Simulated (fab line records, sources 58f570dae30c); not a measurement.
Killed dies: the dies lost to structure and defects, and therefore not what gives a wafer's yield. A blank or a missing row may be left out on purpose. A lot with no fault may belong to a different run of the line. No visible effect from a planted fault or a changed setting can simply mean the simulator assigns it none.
Which tool was responsible? + flow berkeleyCmos170 + 7 lots with 21 wafers sampled at 3 steps, on a route of 331 steps

== WHAT THE GAUGES SHOWED, per wafer ==
UCB170_PVT_TW_MEAS_09.
| lot  | measured     | on           | PVT_TW                              |
|------|--------------|--------------|-------------------------------------|
| L456 | day 6 15:19  | filmMetro-02 | 506.3 504.7 508.6                   |
| L457 | day 7 06:03  | filmMetro-02 | 507.4 509.2 509.2                   |
| L459 | day 7 05:53  | filmMetro-04 | 509.4 509.1 506.9                   |
| L463 | day 8 01:44  | filmMetro-02 | 506.9 502.4 507.6                   |
| L465 | day 9 01:05  | filmMetro-02 | 503.3 507.9 505.8                   |
| L471 | day 10 12:49 | filmMetro-02 | 503.0 505.2 505.6                   |
| L477 | day 11 14:58 | filmMetro-02 | 415.1 415.9 416.0 416.5 414.6 417.8 |

== EACH LOT AND THE TOOL THAT RAN IT (in order: tool; ch and the chambers of the sampled wafers; start) ==
| lot  | UCB170_PVT_IMPLANT_07           | UCB170_PVT_STRIP_08                 |
|------|---------------------------------|-------------------------------------|
| L456 | implanter-04 ch 0, day 6 15:04  | plasmaAsher-01 ch 1, day 6 15:13    |
| L457 | implanter-04 ch 0, day 7 05:48  | plasmaAsher-01 ch 1, day 7 05:57    |
| L459 | implanter-01 ch 0, day 7 05:40  | plasmaAsher-02 ch 0,1, day 7 05:48  |
| L463 | implanter-01 ch 0, day 8 01:31  | plasmaAsher-04 ch 0,1, day 8 01:38  |
| L465 | implanter-03 ch 0, day 9 00:50  | plasmaAsher-04 ch 0,1, day 9 00:59  |
| L471 | implanter-01 ch 0, day 10 12:35 | plasmaAsher-01 ch 0,1, day 10 12:42 |
| L477 | implanter-03 ch 0, day 11 14:44 | plasmaAsher-02 ch 0,1, day 11 14:52 |
- UCB170_PVT_IMPLANT_07
- UCB170_PVT_STRIP_08: strips in O2.

== THE ANSWER, worked out from the rows above alone ==
Rule: the lots themselves supply what counts as usual. The widest of any qualifying gaps counts: lots, ordered by their means at a reading, are off when they make up no more than a third of the lots, leave a main group of 4 or more, and stand apart from it by 3 or more times the standard deviation of that group's means. The tables above print the reading to a certain number of digits; a main group whose means all agree to those digits is not used. A lot without any number at a reading at which 4 lots or more have one is off too. The other lots that the step has rows for count as sound.
Off: L477, at UCB170_PVT_TW_MEAS_09 (PVT_TW). The main group has a mean of 506.6 with a standard deviation of 1.5.
If a tool, at a process step before that reading, ran all the lots that are off and no sound lot after the first of them, it fits. Gauges at UCB170_PVT_TW_MEAS_09: tried the same way as those tools. Can't be told from this: 3 tools fit, implanter-03 at UCB170_PVT_IMPLANT_07, plasmaAsher-02 at UCB170_PVT_STRIP_08, filmMetro-02 at UCB170_PVT_TW_MEAS_09.

== WHAT THE SIMULATOR PUT IN ==
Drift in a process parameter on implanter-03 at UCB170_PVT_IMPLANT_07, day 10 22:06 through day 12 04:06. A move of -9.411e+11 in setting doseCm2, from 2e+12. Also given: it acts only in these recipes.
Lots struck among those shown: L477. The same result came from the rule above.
